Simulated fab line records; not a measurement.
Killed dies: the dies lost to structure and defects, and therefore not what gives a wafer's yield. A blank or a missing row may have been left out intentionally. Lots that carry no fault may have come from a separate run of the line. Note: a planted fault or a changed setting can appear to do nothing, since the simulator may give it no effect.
A lot that was struck, set against a sound lot | flow berkeleyCmos170 | 14 steps out of a route of 331
Sound: wafers L461.1, L461.2, L461.6. The struck wafers were L478.2, L478.3, L478.6. Last of all comes the cause.
Each step with rows lists, per side, the tool, then ch with its chambers, then its first start. Under that, the readings that differ: sound wafers | struck wafers | difference of the means | sigmas: that difference in standard deviations of wafers without a fault.
alike: a reading whose means differ by less than 2 such deviations, as well as words and numbers matching on both sides. not compared: withheld readings; readings where some wafer has no value; bounds like >300 that might hide an equal value; numbers whose values overlap and for which the record gives no deviation.
The two part at a step that has a row with sigmas, a row that says differs or no value, or rows on one side only. Numbers that have no deviation but don't overlap get no sigmas and don't part them. Lack of a reading on every wafer of one side parts them only where that side has two or more wafers.

UCB170_M2_SPUTTER_01: material Al, target thk 900 nm, time 120 s.
  sound: pvdSputter-01 at day 9 08:11; struck: pvdSputter-04 at day 13 00:58
  alike: throttleValvePct
UCB170_M2_RS_MEAS_02: the measuring method here is four-point-probe.
  sound: filmMetro-01 at day 9 08:16; struck: filmMetro-02 at day 13 01:04
  alike: M2_AL_RS
UCB170_M2_THK_MEAS_03: measures by xrf.
  sound: filmMetro-01 at day 9 08:23; struck: filmMetro-02 at day 13 01:11
reading        | sound       | struck      | difference | sigmas
M2_AL_THK (nm) | 916 920 910 | 896 898 890 | -21        | -2
then, 3 steps without rows for these wafers: UCB170_M2_HMDS_04 (prime time 60 s); UCB170_M2_COAT_05 (resist thk 900 nm); UCB170_M2_SOFTBAKE_06 (time 60 s).
UCB170_M2_STRIP_07: strips in O2.
  sound on plasmaAsher-02 ch 0,1, day 9 09:01; struck on plasmaAsher-01 ch 0,1, day 13 01:41
  alike: drypumpMotorCurrentA, oesProductAu, stripTimeToEndpointS
  not compared: rfHoursCounterH
then, 5 steps without rows for these wafers: UCB170_M2_STRIP_08 (strips KrF in DMSO, time 600 s); UCB170_M2_COAT_09; UCB170_M2_COAT_10 (resist thk 900 nm); UCB170_M2_SOFTBAKE_11 (time 60 s); UCB170_M2_EXPOSE_12 (exposes mask METAL2, target cd 700 nm).
UCB170_M2_PEB_13:
  sound on lithoTrack-03 ch 0, day 9 10:02; struck on lithoTrack-03, day 13 02:43
  no value came back on the struck wafers for chillPlateTempC (C), exhaustPa (Pa); on the sound wafers chillPlateTempC (C) reads 22.98 23.04 22.96
then, 1 step without rows for these wafers: UCB170_M2_DEVELOP_14 (develop time 45 s).

== WHERE THEY PART ==
At UCB170_M2_THK_MEAS_03 first; at UCB170_M2_PEB_13 last (within this record only).

WHY: whatever the simulator had introduced
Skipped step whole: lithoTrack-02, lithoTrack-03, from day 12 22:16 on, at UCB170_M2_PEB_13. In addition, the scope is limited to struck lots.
